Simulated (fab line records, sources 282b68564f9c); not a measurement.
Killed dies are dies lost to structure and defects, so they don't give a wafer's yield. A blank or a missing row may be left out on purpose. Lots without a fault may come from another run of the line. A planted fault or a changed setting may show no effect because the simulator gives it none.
A struck lot beside a sound one | flow rit_cmos | 26 steps out of a route of 202
Sound: wafers L168.1, L168.3, L168.5. Struck: wafers L178.2, L178.3, L178.5. The cause comes at the end.
At each step with rows: each side's tool, then ch and its chambers, then its first start. Under that, the readings that differ: sound wafers | struck wafers | difference of the means | sigmas: that difference in standard deviations of wafers without a fault.
alike: readings whose means differ by less than 2 such deviations, and words and numbers that are the same on both sides. not compared: withheld readings, readings that some wafer has no value for, bounds like >300 that may hide the same value, and numbers for which the record gives no deviation and whose values overlap.
The two part at a step that has a row with sigmas, a row that says differs or no value, or rows on one side only. Numbers that don't overlap but have no deviation are shown without sigmas and don't part them. A reading that every wafer of one side lacks parts them only if that side has two wafers or more.

first, 2 steps without rows for these wafers: RIT_REOX_CLEAN_02 (cleans in SC2, time 600 s); RIT_REOX_OXIDATION_03 (target thk 25.2 nm, ox time 5580 s).
RIT_REOX_THK_MEAS_04:
  sound on film_metro-03, day 3 00:29; struck on film_metro-04, day 5 02:20
  reading             | sound          | struck         | difference | sigmas
  REOX_OXIDE_THK (nm) | 24.8 25.0 24.5 | 26.4 26.0 26.4 | +1.5       | +3
then, 6 steps without rows for these wafers: RIT_NLDD_HMDS_00 (prime time 60 s); RIT_NLDD_COAT_01 (resist thk 1000 nm); RIT_NLDD_SOFTBAKE_02 (time 60 s); RIT_NLDD_EXPOSE_03 (exposes mask M7, target cd 40700 nm); RIT_NLDD_PEB_04; RIT_NLDD_DEVELOP_05 (develop time 50 s).
RIT_NLDD_OVL_MEAS_06:
  sound on overlay-02, day 3 01:33; struck on overlay-01, day 5 03:22
  alike: NLDD_OVL
then, 2 steps without rows for these wafers: RIT_NLDD_HARDBAKE_07 (time 60 s); RIT_NLDD_IMPLANT_08.
RIT_NLDD_STRIP_09: strips in O2, time 180 s.
  sound on plasma_asher-01 ch 0,1, day 3 02:00; struck on plasma_asher-01 ch 0,1, day 5 03:42
  reading                                   | sound             | struck          | difference | sigmas
  run_length_s (s)                          | 207.8 208.0 208.1 | 72.5 73.0 72.2  | -135.4     | -99 or more
  model.NOVOLAK_of_NLDD_COAT_01.thk_nm (nm) | 0 0 0             | 152.6 152 153.5 | +152.7     |
  alike: drypump_motor_current_A, o2_flow_sccm
  not compared: rf_hours_counter_h
RIT_NLDD_TW_MEAS_10:
  sound on film_metro-02, day 3 02:11; struck on film_metro-01, day 5 03:53
  reading | sound          | struck         | difference | sigmas
  NLDD_TW | 2529 2519 2525 | 2447 2463 2455 | -69        | -3
then, 6 steps without rows for these wafers: RIT_PLDD_HMDS_00 (prime time 60 s); RIT_PLDD_COAT_01 (resist thk 1000 nm); RIT_PLDD_SOFTBAKE_02 (time 60 s); RIT_PLDD_EXPOSE_03 (exposes mask M8, target cd 40900 nm); RIT_PLDD_PEB_04; RIT_PLDD_DEVELOP_05 (develop time 50 s).
RIT_PLDD_OVL_MEAS_06:
  sound on overlay-02, day 3 03:05; struck on overlay-02, day 5 04:53
  alike: PLDD_OVL
then, 2 steps without rows for these wafers: RIT_PLDD_HARDBAKE_07 (time 60 s); RIT_PLDD_IMPLANT_08.
RIT_PLDD_STRIP_09: strips in O2, time 180 s.
  sound on plasma_asher-01 ch 0,1, day 3 03:25; struck on plasma_asher-01 ch 0, day 5 05:13
  alike: drypump_motor_current_A, o2_flow_sccm, run_length_s
  not compared: rf_hours_counter_h
RIT_PLDD_TW_MEAS_10:
  sound on film_metro-04, day 3 03:36; struck on film_metro-02, day 5 05:23
  reading | sound          | struck   | difference | sigmas
  PLDD_TW | 2370 2393 2388 | 30 30 30 | -2354      | -91
then, 1 step without rows for these wafers: RIT_SPACER_CLEAN_00 (cleans in SC1, time 600 s).

WHERE THEY PART
First at RIT_REOX_THK_MEAS_04; last, within this record, at RIT_PLDD_TW_MEAS_10.

WHY: what the simulator had put in
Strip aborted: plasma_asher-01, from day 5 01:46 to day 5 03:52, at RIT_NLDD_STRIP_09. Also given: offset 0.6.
